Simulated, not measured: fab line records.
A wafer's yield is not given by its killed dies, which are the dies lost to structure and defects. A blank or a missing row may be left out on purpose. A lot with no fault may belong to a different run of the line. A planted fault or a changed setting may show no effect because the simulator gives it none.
Code-filled problem report in 8D (eight disciplines) form ; flow rit_cmos ; the parts of the form that need people (team, actions taken, sign-off) are left out

1. THE ISSUE
run_length_s at RIT_GATE_ETCH_19 reads a mean of 239.5 s on 6 wafers of 2 lots; wafers without a fault read 193.1 s with a standard deviation of 0.4. So: +99 or more standard deviations from the usual mean.
The step: etches poly-Si in SF6/CHF3/O2, stops on SiO2, time 165 s, target depth 312.5 nm.
The first sign was on wafer L932.2 at day 5 16:16, on rie_si-01. The record has a number at this step for 18 wafers belonging to 6 lots. The rule behind "out" and "out of limits": a value lying over 4 standard deviations away from the usual mean. All remaining wafers that have a number are taken as sound.

2. WHAT IT IS AND WHAT IT IS NOT
question;is;is not
which readings at this step;run_length_s, oes_product_au;drypump_motor_current_A, throttle_valve_pct
which lots;L932, L934;L918, L923, L931, L941
which wafers of those lots;all that have a number;-
read on which tools;rie_si-01;rie_si-02
when;from day 5 16:16;"up to then (9 sound wafers); but 3 sound wafers of L941 came after"

3. THE SUSPECTS, EACH WITH WHAT RULES IT OUT
Counting: a tool at any process step up to the reading remains a suspect when it ran all the lots that are out and ran no sound lot after the first of those.
- rie_si-01 at RIT_GATE_ETCH_19 (etches poly-Si in SF6/CHF3/O2, stops on SiO2, time 165 s, target depth 312.5 nm): kept. It ran every lot that is out, first L932 (day 5 16:16), and no sound lot after that; its last sound lot up to then is L918 (day 2 20:16). Its own readings are out on those wafers: oes_product_au, run_length_s.
Left after counting: rie_si-01 at RIT_GATE_ETCH_19.

4. THE CAUSE (what the simulator had put in)
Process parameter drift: rie_si-01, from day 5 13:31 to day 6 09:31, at RIT_GATE_ETCH_19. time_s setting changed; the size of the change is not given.
The count eliminated every tool but this one.

5. THE CHAIN OF EFFECTS, in route order
Each row: a reading where the mean over the struck wafers with a number is more than 3 standard deviations away from the usual. Only readings whose record carries a usual standard deviation are examined. hours: median over the lots of the time between each lot's start at the first step of this table that gives one and its start at this step. sigmas: the change, counted in usual standard deviations.
hours;step;reading;usual;on struck wafers;change;sigmas
0;RIT_GATE_ETCH_19;oes_product_au;0.847 a.u.;0.717;-0.130;-10
0;RIT_GATE_ETCH_19;run_length_s;193.1 s;239.5;+46.4;+99 or more
The process steps in it:
- RIT_GATE_ETCH_19: etches poly-Si in SF6/CHF3/O2, stops on SiO2, time 165 s, target depth 312.5 nm.

6. HOW IT WOULD HAVE BEEN CAUGHT EARLIER
The fault began at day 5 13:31; the first out-of-limits reading in this record came at day 5 16:16, 3 hours later.
